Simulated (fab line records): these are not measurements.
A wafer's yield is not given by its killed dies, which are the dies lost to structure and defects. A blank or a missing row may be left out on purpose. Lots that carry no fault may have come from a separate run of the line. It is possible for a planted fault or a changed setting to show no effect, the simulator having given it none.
fab line records	flow berkeley-cmos170	part 1 of 2: steps 1 to 35 of 48
[record] lots = 5	wafers = 15	last-day = 11
route steps=331 shown NWELL@28 PWELL@34 WELLDRIVE@55 ACTIVE@60
lots untouched by any fault: they come from a run of this same line in which no faults occurred
start-h: the number of hours between the record's first day and the start of the first shown wafer of the lot	wait-h: hours elapsed since this lot's preceding step	" the same as in the row above	L1.1+2: a row that stands for several wafers	- no value, or no start was given	* or withheld: withheld	< > ~ a bound
route shown NAME@n: names a module that has steps shown in the file, with the first one's number in the route	usual: the fault-free wafers' mean and standard deviation	same: alike in all rows	chamber/n: place in a boat	sites: readings site by site	_std_site: standard deviation across them	_edge_site: mean of outer sites minus mean of inner sites	radius-mm: how far each site lies from the wafer's centre	mask NAME#n: copy n	behind: the most recent tool/chamber to have shaped the wafer	hold: why the lot went on hold/how many hours it stayed there/how the hold came to an end	device: transistor that didn't switch, given as n, p or np	end of line: the same wafers' tests at the end of the route	a step given without rows: its recipe and nothing more	killed: dies lost to structure and defects at the first sort, not the wafer's yield	map: dies across one wafer; x = killed, . = not, _ = none there
set.NAME: the setting the step ran with; set.NAME@STEP: the setting that earlier step ran with	model.NAME: the simulator's own value behind a step, which no gauge read
lots seen at some steps along the route; tables by step, rows by wafer
services: a tool's chamber out of use, with start hour (start-h, from the record's first day; less than 0 if before it), hours out, and reason
[[steps]]
[step UCB170_NWELL_IMPLANT_14]
[recipe] species = P	dose-cm2 = 1e+13	energy-kev = 150	tilt-deg = 7
[usual] end-station-pressure-torr = 5.04e-06/2.6e-07
lot.wafer	tool	chamber	start-h	wait-h	end-station-pressure-torr
L074.1	implanter-04	0	28.45	0.1	5.71e-06
L074.3	"	0	"	"	4.9e-06
L074.5	"	0	"	"	4.7e-06
L076.2	implanter-03	0	44.43	0.1	5.29e-06
L076.4	"	0	"	"	5.02e-06
L076.6	"	0	"	"	5.03e-06
L082.3	implanter-02	0	68.32	0.1	4.99e-06
L082.4	"	0	"	"	4.87e-06
L082.6	"	0	"	"	4.95e-06
L091.1	implanter-02	0	112.60	0.1	4.8e-06
L091.4	"	0	"	"	5.41e-06
L091.5	"	0	"	"	5.03e-06
L094.3	implanter-02	0	127.64	0.1	4.98e-06
L094.5	"	0	"	"	5.14e-06
L094.6	"	0	"	"	4.99e-06
[step UCB170_NWELL_STRIP_15]
[recipe] chemistry = O2	power-w = 400	pressure-mtorr = 3500	platen-temp-c = withheld	o2-flow-sccm = 400	overash-fraction = 0.5
[usual] drypump-motor-current-A = 5.8/0.59	oes-product-au = 0.721/0.0051	strip-time-to-endpoint-s = 18.04/0.076
lot.wafer	tool	chamber	start-h	wait-h	drypump-motor-current-A	oes-product-au	rf-hours-counter-h	strip-time-to-endpoint-s
L074.1	plasma-asher-02	1	28.60	0.1	5.6	0.727	22	17.99
L074.3	"	0	"	"	6.0	0.722	-	18.18
L074.5	"	1	"	"	5.6	0.713	-	18.16
L076.2	plasma-asher-03	1	44.55	0.1	6.7	0.722	32	17.98
L076.4	"	1	"	"	6.8	0.724	-	18.04
L076.6	"	0	"	"	5.2	0.724	-	17.98
L082.3	plasma-asher-02	0	68.45	0.1	6.0	0.726	-	18.02
L082.4	"	1	"	"	5.6	0.722	-	17.91
L082.6	"	0	"	"	6.0	0.727	-	17.98
L091.1	plasma-asher-01	1	112.75	0.1	5.2	0.715	43	18.09
L091.4	"	0	"	"	5.5	0.725	-	18.17
L091.5	"	0	"	"	5.5	0.720	-	18.26
L094.3	plasma-asher-03	0	127.77	0.1	5.2	0.718	-	18.05
L094.5	"	0	"	"	5.2	0.726	-	18.10
L094.6	"	1	"	"	6.7	0.726	-	17.99
[step UCB170_NWELL_TW_MEAS_16]
[usual] NWELL_TW = 1257/10
lot.wafer	tool	chamber	start-h	wait-h	NWELL_TW
L074.1	film-metro-01	-	28.70	0.1	1268
L074.3	"	-	"	"	1271
L074.5	"	-	"	"	1266
L076.2	film-metro-04	-	44.66	0.1	1257
L076.4	"	-	"	"	1251
L076.6	"	-	"	"	1258
L082.3	film-metro-03	-	68.54	0.1	1254
L082.4	"	-	"	"	1257
L082.6	"	-	"	"	1258
L091.1	film-metro-03	-	112.85	0.1	1252
L091.4	"	-	"	"	1260
L091.5	"	-	"	"	1256
L094.3	film-metro-04	-	127.86	0.1	1249
L094.5	"	-	"	"	1245
L094.6	"	-	"	"	1245
[step UCB170_NWELL_CLEAN_17]
[recipe] chemistry = SPM	temp-c = 120	time-s = 600
lot.wafer	tool	chamber	start-h	wait-h
L074.1+3+5	wet-bench-01	2	28.76	0.1
L076.2+4+6	wet-bench-01	1	47.80	3.1
L082.3+4+6	wet-bench-02	2	68.58	0.0
L091.1+4+5	wet-bench-01	2	112.91	0.1
L094.3+5+6	wet-bench-02	0	127.90	0.0
[step UCB170_NWELL_WET_ETCH_18]
[recipe] chemistry = H3PO4	target = Si3N4	temp-c = 160	time-s = 14400
lot.wafer	tool	chamber	start-h	wait-h
L074.1+3+5	wet-bench-01	0	28.93	0.0
L076.2+4+6	wet-bench-01	2	48.39	0.4
L082.3+4+6	wet-bench-02	2	68.75	0.0
L091.1+4+5	wet-bench-01	1	113.26	0.2
L094.3+5+6	wet-bench-02	1	128.25	0.0
[step UCB170_NWELL_WET_ETCH_19]
[recipe] chemistry = BOE	dilution = 5:1	target = SiO2	temp-c = 25	time-s = 22
lot.wafer	tool	chamber	start-h	wait-h
L074.1+3+5	wet-bench-02	0	33.07	0.1
L076.2+4+6	wet-bench-01	1	53.18	0.8
L082.3+4+6	wet-bench-04	2	72.76	0.0
L091.1+4+5	wet-bench-02	2	117.27	0.0
L094.3+5+6	wet-bench-04	3	136.27	0.0
[step UCB170_PWELL_CLEAN_00]
[recipe] chemistry = SPM	temp-c = 120	time-s = 600
lot.wafer	tool	chamber	start-h	wait-h
L074.1+3+5	wet-bench-02	1	33.11	0.0
L076.2+4+6	wet-bench-01	0	53.37	0.2
L082.3+4+6	wet-bench-01	2	72.77	0.0
L091.1+4+5	wet-bench-04	3	117.28	0.0
L094.3+5+6	wet-bench-02	0	136.28	0.0
[step UCB170_PWELL_CLEAN_01]
[recipe] chemistry = dHF	dilution = 25:1	time-s = 60
lot.wafer	tool	chamber	start-h	wait-h
L074.1+3+5	wet-bench-01	3	33.29	0.0
L076.2+4+6	wet-bench-04	2	54.03	0.5
L082.3+4+6	wet-bench-02	3	72.95	0.0
L091.1+4+5	wet-bench-01	2	117.46	0.0
L094.3+5+6	wet-bench-04	2	136.46	0.0
[step UCB170_PWELL_OXIDATION_02]
[recipe] temp-c = 1000	ambient = O2	target-thk-a = 264	ox-time-s = 1260
lot.wafer	tool	chamber	start-h	wait-h
L074.1+3+5	furnace-03	0	33.52	0.2
L076.2+4+6	furnace-02	0	54.68	0.6
L082.3+4+6	furnace-03	0	75.83	2.9
L091.1+4+5	furnace-04	0	119.55	2.1
L094.3+5+6	furnace-02	0	138.69	2.2
[step UCB170_PWELL_THK_MEAS_03]
[recipe] reads = SiO2_of_PWELL_OXIDATION_02
[usual] PWELL_OXIDE_THK = 26.5/0.45
lot.wafer	tool	chamber	start-h	wait-h	PWELL_OXIDE_THK[nm]
L074.1	film-metro-01	-	34.93	0.1	26.6
L074.3	"	-	"	"	26.4
L074.5	"	-	"	"	26.6
L076.2	film-metro-02	-	56.04	0.0	26.5
L076.4	"	-	"	"	26.1
L076.6	"	-	"	"	26.1
L082.3	film-metro-01	-	77.20	0.0	27.0
L082.4	"	-	"	"	27.0
L082.6	"	-	"	"	26.9
L091.1	film-metro-03	-	120.90	0.0	26.1
L091.4	"	-	"	"	26.8
L091.5	"	-	"	"	26.1
L094.3	film-metro-01	-	140.06	0.0	27.0
L094.5	"	-	"	"	27.0
L094.6	"	-	"	"	26.8
[step UCB170_PWELL_ANNEAL_04]
[recipe] temp-c = 1000	time-s = 900	ambient = N2
lot.wafer	tool	chamber	start-h	wait-h
L074.1+3+5	furnace-02	0	38.59	3.7
L076.2+4+6	furnace-02	0	57.28	1.2
L082.3+4+6	furnace-03	0	77.24	0.0
L091.1+4+5	furnace-02	0	122.12	1.2
L094.3+5+6	furnace-02	0	142.72	2.7
[step UCB170_PWELL_CVD_05]
[recipe] material = Si3N4	target-thk-nm = 220	temp-c = 800	precursor = SiH2Cl2/NH3	time-s = 3300	pressure-mtorr = 200	sih2cl2-flow-sccm = 25	nh3-flow-sccm = 75
lot.wafer	tool	chamber	start-h	wait-h
L074.1+3+5	lpcvd-02	0	39.84	0.0
L076.2+4+6	lpcvd-01	1	59.43	0.9
L082.3+4+6	lpcvd-02	1	78.49	0.0
L091.1+4+5	lpcvd-02	0	123.37	0.0
L094.3+5+6	lpcvd-02	0	143.97	0.0
[step UCB170_PWELL_THK_MEAS_06]
[recipe] reads = Si3N4_of_PWELL_CVD_05
[usual] PWELL_NITRIDE_THK = 219.3/2.1
lot.wafer	tool	chamber	start-h	wait-h	PWELL_NITRIDE_THK[nm]
L074.1	film-metro-03	-	41.76	0.0	220.7
L074.3	"	-	"	"	219.4
L074.5	"	-	"	"	221.3
L076.2	film-metro-01	-	61.41	0.1	216.0
L076.4	"	-	"	"	218.4
L076.6	"	-	"	"	216.1
L082.3	film-metro-01	-	80.43	0.0	219.4
L082.4	"	-	"	"	219.4
L082.6	"	-	"	"	219.1
L091.1	film-metro-03	-	125.29	0.0	217.7
L091.4	"	-	"	"	219.5
L091.5	"	-	"	"	218.4
L094.3	film-metro-03	-	145.91	0.0	220.7
L094.5	"	-	"	"	219.9
L094.6	"	-	"	"	222.8
[step UCB170_PWELL_HMDS_07]
[recipe] prime-time-s = 60	prime-temp-c = 100
lot.wafer	tool	chamber	start-h	wait-h
L074.1+3+5	litho-track-03	0	42.03	0.3
L076.2+4+6	litho-track-04	0	61.87	0.5
L082.3+4+6	litho-track-04	0	80.52	0.1
L091.1+4+5	litho-track-03	0	125.67	0.4
L094.3+5+6	litho-track-04	0	146.32	0.4
[step UCB170_PWELL_COAT_08]
[recipe] resist = KrF	spin-rpm = 1500	resist-thk-nm = 900
[usual] dispense-pressure-kPa = 50/5
lot.wafer	tool	chamber	start-h	wait-h	dispense-pressure-kPa
L074.1	litho-track-03	0	42.18	0.1	44
L074.3	"	0	"	"	44
L074.5	"	0	"	"	44
L076.2	litho-track-04	0	62.02	0.1	48
L076.4	"	0	"	"	48
L076.6	"	0	"	"	48
L082.3	litho-track-04	0	80.67	0.1	48
L082.4	"	0	"	"	48
L082.6	"	0	"	"	48
L091.1	litho-track-03	0	125.82	0.1	44
L091.4	"	0	"	"	44
L091.5	"	0	"	"	44
L094.3	litho-track-04	0	146.47	0.1	48
L094.5	"	0	"	"	48
L094.6	"	0	"	"	48
[step UCB170_PWELL_SOFTBAKE_09]
[recipe] resist = KrF	temp-c = 130	time-s = 60
lot.wafer	tool	chamber	start-h	wait-h
L074.1+3+5	litho-track-03	0	42.33	0.1
L076.2+4+6	litho-track-04	0	62.17	0.1
L082.3+4+6	litho-track-04	0	80.82	0.1
L091.1+4+5	litho-track-03	0	125.97	0.1
L094.3+5+6	litho-track-04	0	146.62	0.1
[step UCB170_PWELL_EXPOSE_10]
[recipe] mask-id = PWELL	target-cd-nm = 3000	na = 0.5	sigma-outer = 0.6	source-shape = conventional	dose-mj = 19
lot.wafer	tool	chamber	start-h	wait-h	mask
L074.1+3+5	krf-scanner-01	0	42.61	0.2	PWELL#0
L076.2+4+6	krf-scanner-02	0	62.44	0.2	PWELL#0
L082.3+4+6	krf-scanner-02	0	81.08	0.2	PWELL#0
L091.1+4+5	krf-scanner-02	0	126.12	0.1	PWELL#0
L094.3+5+6	krf-scanner-02	0	146.89	0.2	PWELL#0
[step UCB170_PWELL_PEB_11]
[recipe] peb-temp-c = 130	peb-time-s = withheld	resist = KrF
lot.wafer	tool	chamber	start-h	wait-h
L074.1+3+5	litho-track-03	0	42.93	0.3
L076.2+4+6	litho-track-02	0	62.79	0.3
L082.3+4+6	litho-track-03	0	81.21	0.1
L091.1+4+5	litho-track-02	0	126.83	0.7
L094.3+5+6	litho-track-03	0	147.53	0.6
[step UCB170_PWELL_DEVELOP_12]
[recipe] developer = TMAH	develop-time-s = 45	resist = KrF	dev-temp-c = 21
lot.wafer	tool	chamber	start-h	wait-h
L074.1+3+5	litho-track-03	0	-	-
L076.2+4+6	litho-track-02	0	-	-
L082.3+4+6	litho-track-03	0	-	-
L091.1+4+5	litho-track-02	0	-	-
L094.3+5+6	litho-track-03	0	-	-
[step UCB170_PWELL_OVL_MEAS_13]
[usual] PWELL_OVL = 2/5.2
lot.wafer	tool	chamber	start-h	wait-h	PWELL_OVL[nm]
L074.1	overlay-02	-	43.21	-	8
L074.3	"	-	"	"	9
L074.5	"	-	"	"	6
L076.2	overlay-01	-	63.04	-	-4
L076.4	"	-	"	"	-1
L076.6	"	-	"	"	-4
L082.3	overlay-02	-	81.45	-	7
L082.4	"	-	"	"	14
L082.6	"	-	"	"	12
L091.1	overlay-01	-	127.10	-	3
L091.4	"	-	"	"	0
L091.5	"	-	"	"	-1
L094.3	overlay-02	-	147.77	-	-4
L094.5	"	-	"	"	1
L094.6	"	-	"	"	-10
[step UCB170_PWELL_ETCH_14]
[recipe] chemistry = CH3F/Ar/O2	target = Si3N4	stop-on = SiO2	CH3F_flow_sccm = 20	Ar_flow_sccm = 50	O2_flow_sccm = 7	pressure-mtorr = 50	rf-w = 450	target-depth-a = 2420	over-etch-frac = 0.1	time-s = 151
[usual] drypump-motor-current-A = 5.9/0.45	oes-product-au = 0.937/0.014	throttle-valve-pct = 8.01/0.15
lot.wafer	tool	chamber	start-h	wait-h	drypump-motor-current-A	oes-product-au	rf-hours-counter-h	throttle-valve-pct
L074.1	rie-diel-01	2	43.24	0.0	6.4	0.945	47	7.97
L074.3	"	0	"	"	6.2	0.917	79	8.24
L074.5	"	0	"	"	6.3	0.914	-	8.22
L076.2	rie-diel-03	2	63.07	0.0	5.4	0.906	54	8.37
L076.4	"	1	"	"	5.5	0.922	109	7.87
L076.6	"	1	"	"	5.5	0.917	-	7.86
L082.3	rie-diel-04	2	81.47	0.0	5.2	0.951	16	7.93
L082.4	"	0	"	"	6.1	0.936	-	7.87
L082.6	"	3	"	"	6.2	0.939	-	8.13
L091.1	rie-diel-01	1	127.14	0.0	5.1	0.946	18	8.12
L091.4	"	0	"	"	6.3	0.911	83	8.24
L091.5	"	2	"	"	6.5	0.947	-	8.00
L094.3	rie-diel-01	2	147.80	0.0	6.5	0.945	53	7.99
L094.5	"	1	"	"	5.1	0.938	-	8.09
L094.6	"	0	"	"	6.3	0.916	-	8.24
[step UCB170_PWELL_IMPLANT_15]
[recipe] species = B	dose-cm2 = 5e+12	energy-kev = 60	tilt-deg = 7
[usual] end-station-pressure-torr = 5.02e-06/2.7e-07
lot.wafer	tool	chamber	start-h	wait-h	end-station-pressure-torr
L074.1	implanter-03	0	43.34	0.1	4.84e-06
L074.3	"	0	"	"	4.75e-06
L074.5	"	0	"	"	4.23e-06
L076.2	implanter-04	0	63.20	0.1	4.99e-06
L076.4	"	0	"	"	5.23e-06
L076.6	"	0	"	"	5.33e-06
L082.3	implanter-04	0	81.62	0.1	5.3e-06
L082.4	"	0	"	"	4.37e-06
L082.6	"	0	"	"	4.99e-06
L091.1	implanter-03	0	127.24	0.1	5.08e-06
L091.4	"	0	"	"	5.32e-06
L091.5	"	0	"	"	4.57e-06
L094.3	implanter-03	0	147.95	0.1	5.13e-06
L094.5	"	0	"	"	5e-06
L094.6	"	0	"	"	4.67e-06
[step UCB170_PWELL_STRIP_16]
[recipe] chemistry = O2	power-w = 400	pressure-mtorr = 3500	platen-temp-c = withheld	o2-flow-sccm = 400	overash-fraction = 0.5
[usual] drypump-motor-current-A = 5.8/0.4	oes-product-au = 0.721/0.0044	strip-time-to-endpoint-s = 18.12/0.072
lot.wafer	tool	chamber	start-h	wait-h	drypump-motor-current-A	oes-product-au	rf-hours-counter-h	strip-time-to-endpoint-s
L074.1	plasma-asher-02	1	43.49	0.1	5.6	0.715	23	18.12
L074.3	"	1	"	"	5.5	0.714	-	18.09
L074.5	"	1	"	"	5.6	0.723	-	18.09
L076.2	plasma-asher-02	0	63.32	0.1	6.0	0.708	26	18.13
L076.4	"	0	"	"	6.0	0.725	-	18.15
L076.6	"	1	"	"	5.6	0.728	-	18.22
L082.3	plasma-asher-04	0	81.75	0.1	6.4	0.722	-	18.15
L082.4	"	1	"	"	6.1	0.720	-	18.17
L082.6	"	1	"	"	6.1	0.718	-	18.08
L091.1	plasma-asher-02	1	127.39	0.1	5.5	0.713	32	18.13
L091.4	"	1	"	"	5.6	0.713	-	18.15
L091.5	"	1	"	"	5.5	0.721	-	18.09
L094.3	plasma-asher-04	0	148.08	0.1	6.4	0.723	-	18.10
L094.5	"	0	"	"	6.4	0.723	-	18.15
L094.6	"	1	"	"	6.1	0.716	-	18.21
[step UCB170_PWELL_TW_MEAS_17]
[usual] PWELL_TW = 382.6/2.9
lot.wafer	tool	chamber	start-h	wait-h	PWELL_TW
L074.1	film-metro-01	-	43.59	0.1	386.7
L074.3	"	-	"	"	386.7
L074.5	"	-	"	"	387.1
L076.2	film-metro-02	-	63.43	0.1	378.9
L076.4	"	-	"	"	380.9
L076.6	"	-	"	"	381.6
L082.3	film-metro-03	-	81.84	0.1	377.7
L082.4	"	-	"	"	377.7
L082.6	"	-	"	"	376.8
L091.1	film-metro-01	-	127.49	0.1	386.1
L091.4	"	-	"	"	384.3
L091.5	"	-	"	"	387.1
L094.3	film-metro-01	-	148.17	0.1	382.7
L094.5	"	-	"	"	381.4
L094.6	"	-	"	"	380.7
[step UCB170_PWELL_CLEAN_18]
[recipe] chemistry = SPM	temp-c = 120	time-s = 600
lot.wafer	tool	chamber	start-h	wait-h
L074.1+3+5	wet-bench-04	2	43.73	0.1
L076.2+4+6	wet-bench-04	1	64.50	1.1
L082.3+4+6	wet-bench-04	0	82.14	0.3
L091.1+4+5	wet-bench-02	2	127.55	0.1
L094.3+5+6	wet-bench-01	1	148.21	0.0
[step UCB170_PWELL_WET_ETCH_19]
[recipe] chemistry = H3PO4	target = Si3N4	temp-c = 160	time-s = 14400
lot.wafer	tool	chamber	start-h	wait-h
L074.1+3+5	wet-bench-04	0	43.94	0.0
L076.2+4+6	wet-bench-01	1	65.54	0.9
L082.3+4+6	wet-bench-04	1	82.51	0.2
L091.1+4+5	wet-bench-04	0	127.90	0.0
L094.3+5+6	wet-bench-04	3	148.38	0.0
[step UCB170_PWELL_WET_ETCH_20]
[recipe] chemistry = BOE	dilution = 5:1	target = SiO2	temp-c = 25	time-s = 22
lot.wafer	tool	chamber	start-h	wait-h
L074.1+3+5	wet-bench-04	1	48.90	0.2
L076.2+4+6	wet-bench-01	0	69.96	0.4
L082.3+4+6	wet-bench-04	1	86.95	0.4
L091.1+4+5	wet-bench-01	3	132.27	0.0
L094.3+5+6	wet-bench-01	0	152.87	0.5
[step UCB170_WELLDRIVE_CLEAN_00]
[recipe] chemistry = SPM	temp-c = 120	time-s = 600
lot.wafer	tool	chamber	start-h	wait-h
L074.1+3+5	wet-bench-02	0	49.01	0.1
L076.2+4+6	wet-bench-04	2	69.98	0.0
L082.3+4+6	wet-bench-01	3	87.00	0.0
L091.1+4+5	wet-bench-04	0	132.29	0.0
L094.3+5+6	wet-bench-04	1	152.91	0.0
[step UCB170_WELLDRIVE_OXIDATION_01]
[recipe] temp-c = 1100	ambient = O2	target-thk-a = 1990	ox-time-s = 9000
lot.wafer	tool	chamber	start-h	wait-h
L074.1+3+5	furnace-03	0	49.22	0.0
L076.2+4+6	furnace-03	0	71.00	0.8
L082.3+4+6	furnace-01	0	89.61	2.4
L091.1+4+5	furnace-01	0	133.26	0.8
L094.3+5+6	furnace-02	0	155.57	2.5
[step UCB170_WELLDRIVE_THK_MEAS_02]
[recipe] reads = SiO2_of_WELLDRIVE_OXIDATION_01
[usual] WELLDRIVE_OXIDE_THK = 199/3.5
lot.wafer	tool	chamber	start-h	wait-h	WELLDRIVE_OXIDE_THK[nm]
L074.1	film-metro-02	-	52.73	0.0	202
L074.3	"	-	"	"	203
L074.5	"	-	"	"	199
L076.2	film-metro-01	-	74.57	0.1	197
L076.4	"	-	"	"	197
L076.6	"	-	"	"	197
L082.3	film-metro-01	-	93.13	0.0	192
L082.4	"	-	"	"	192
L082.6	"	-	"	"	193
L091.1	film-metro-02	-	136.76	0.0	203
L091.4	"	-	"	"	203
L091.5	"	-	"	"	204
L094.3	film-metro-04	-	159.09	0.0	198
L094.5	"	-	"	"	196
L094.6	"	-	"	"	197
[step UCB170_WELLDRIVE_ANNEAL_03]
[recipe] temp-c = 1100	time-s = 900	ambient = N2
lot.wafer	tool	chamber	start-h	wait-h
L074.1+3+5	furnace-02	0	53.43	0.7
L076.2+4+6	furnace-01	0	74.99	0.4
L082.3+4+6	furnace-02	0	94.30	1.2
L091.1+4+5	furnace-03	0	137.96	1.2
L094.3+5+6	furnace-03	0	162.70	3.6
[step UCB170_WELLDRIVE_WET_ETCH_04]
[recipe] chemistry = BOE	dilution = 5:1	target = SiO2	temp-c = 25	time-s = 120
lot.wafer	tool	chamber	start-h	wait-h
L074.1+3+5	wet-bench-04	2	54.81	0.1
L076.2+4+6	wet-bench-04	3	77.36	1.1
L082.3+4+6	wet-bench-02	0	95.55	0.0
L091.1+4+5	wet-bench-01	1	139.27	0.1
L094.3+5+6	wet-bench-01	2	163.95	0.0
[step UCB170_ACTIVE_CLEAN_00]
[recipe] chemistry = SPM	temp-c = 120	time-s = 600
lot.wafer	tool	chamber	start-h	wait-h
L074.1+3+5	wet-bench-02	0	54.98	0.1
L076.2+4+6	wet-bench-01	3	81.12	3.7
L082.3+4+6	wet-bench-01	1	95.60	0.0
L091.1+4+5	wet-bench-01	0	139.33	0.0
L094.3+5+6	wet-bench-04	2	164.00	0.0
[step UCB170_ACTIVE_CLEAN_01]
[recipe] chemistry = dHF	dilution = 25:1	time-s = 60
lot.wafer	tool	chamber	start-h	wait-h
L074.1+3+5	wet-bench-02	1	55.16	0.0
L076.2+4+6	wet-bench-01	3	82.08	0.8
L082.3+4+6	wet-bench-02	2	95.77	0.0
L091.1+4+5	wet-bench-01	0	139.68	0.2
L094.3+5+6	wet-bench-04	1	164.17	0.0
[step UCB170_ACTIVE_OXIDATION_02]
[recipe] temp-c = 1000	ambient = O2	target-thk-a = 264	ox-time-s = 1260
lot.wafer	tool	chamber	start-h	wait-h
L074.1+3+5	furnace-01	0	56.77	1.6
L076.2+4+6	furnace-03	0	83.29	1.2
L082.3+4+6	furnace-04	0	95.89	0.1
L091.1+4+5	furnace-04	0	141.97	2.3
L094.3+5+6	furnace-01	0	168.93	4.7
